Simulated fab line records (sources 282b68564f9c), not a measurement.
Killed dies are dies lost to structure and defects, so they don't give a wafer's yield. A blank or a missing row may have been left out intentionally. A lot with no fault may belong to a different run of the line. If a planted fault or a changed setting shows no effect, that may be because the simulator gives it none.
Comparing a struck lot with a sound one | flow rit_cmos | 15 out of 202 route steps
Sound: wafers L210.3, L210.5, L210.6. Wafers L217.1, L217.2, L217.5 were the ones struck. The cause is given at the end.
At each step with rows: each side's tool, then ch and its chambers, then its first start. Under that, the readings that differ: sound wafers | struck wafers | difference of the means | sigmas: that difference in standard deviations of wafers without a fault.
alike: words and numbers the same on both sides, and readings whose means are apart by under 2 such deviations; not compared: readings that were withheld, readings missing a value for some wafer, numbers with overlapping values and no deviation given by the record, and bounds like >300 which may hide the same value.
Wherever a step has rows on one side only, a row that says differs or no value, or a row with sigmas, the two part there. When numbers do not overlap yet have no deviation, they are printed without sigmas and do not part them. A reading that every wafer of one side lacks parts them only if that side has two wafers or more.

first, 1 step without rows for these wafers: RIT_PRETRO_DEVELOP_05 (develop time 68 s).
RIT_PRETRO_OVL_MEAS_06:
  struck on overlay-01, day 4 13:12; sound on overlay-01, day 3 03:28
  alike: PRETRO_OVL
then, 2 steps without rows for these wafers: RIT_PRETRO_HARDBAKE_07 (time 120 s); RIT_PRETRO_IMPLANT_08.
RIT_PRETRO_STRIP_09: strips in O2, time 180 s.
  sound on plasma_asher-03 ch 0,1, day 3 03:57; struck on plasma_asher-02 ch 0,1, day 4 13:38
  alike: drypump_motor_current_A
  not compared: rf_hours_counter_h
RIT_PRETRO_TW_MEAS_10:
  struck on film_metro-02, day 4 13:49; sound on film_metro-04, day 3 04:05
  alike: PRETRO_TW
then, 5 steps without rows for these wafers: RIT_GATE_WET_ETCH_00 (etches SiO2 in BOE, target depth 56 nm, time 60 s); RIT_GATE_CLEAN_01 (cleans in SC1, time 624.4 s); RIT_GATE_CLEAN_02 (cleans in dHF, time 30 s); RIT_GATE_CLEAN_03 (cleans in SC2, time 600 s); RIT_GATE_CLEAN_04 (cleans in dHF, time 60 s).
RIT_FOX2_THK_MEAS_91:
  struck on film_metro-02, day 4 14:22; sound on film_metro-03, day 3 04:35
  alike: FIELD_OXIDE_LEFT_2_THK
-- the record jumps here: 5 days lie between the struck wafers' starts before and after (it left off in module FOX2 and takes up again in module GATE, whose first step shown is number 75 of the route) --
RIT_GATE_OXIDATION_05: target thk 3 nm, ox time 270 s.
  sound on furnace-03 ch 0, day 3 09:47; struck on furnace-03 ch 0, day 9 15:32
  alike: tube_center_temp_C
then, 1 step without rows for these wafers: RIT_GATE_ANNEAL_06 (time 600 s).
RIT_M1_PROBE_99:
  struck on prober-02, day 10 20:45; sound on prober-01, day 4 12:33
  reading                             | sound             | struck            | difference | sigmas
  model.etest.nmos_0p15.gate_bv_v (V) | 4.858 4.817 4.768 | 4.423 4.445 4.422 | -0.384     |
  model.etest.pmos_0p15.gate_bv_v (V) | 4.74 4.694 4.706  | 4.36 4.337 4.305  | -0.38      |
  model.etest.pmos_0p15.bv_v (V)      | 5.647 5.601 5.616 | 5.41 5.404 5.374  | -0.23      |
  model.etest.pmos_0p3.bv_v (V)       | 5.647 5.6 5.616   | 5.409 5.403 5.373 | -0.226     |
  model.etest.nmos_0p3.bv_v (V)       | 5.457 5.441 5.411 | 5.289 5.296 5.296 | -0.143     |
  model.etest.nmos_0p15.bv_v (V)      | 5.457 5.441 5.411 | 5.289 5.296 5.296 | -0.143     |
  alike: killed_at_M0_to_M3, killed_at_contacts, killed_at_front_end, killed_dies, killed_on_rim, killed_open, killed_short

WHERE THEY PART
Nowhere in this record.

WHY: what had been put in by the simulator
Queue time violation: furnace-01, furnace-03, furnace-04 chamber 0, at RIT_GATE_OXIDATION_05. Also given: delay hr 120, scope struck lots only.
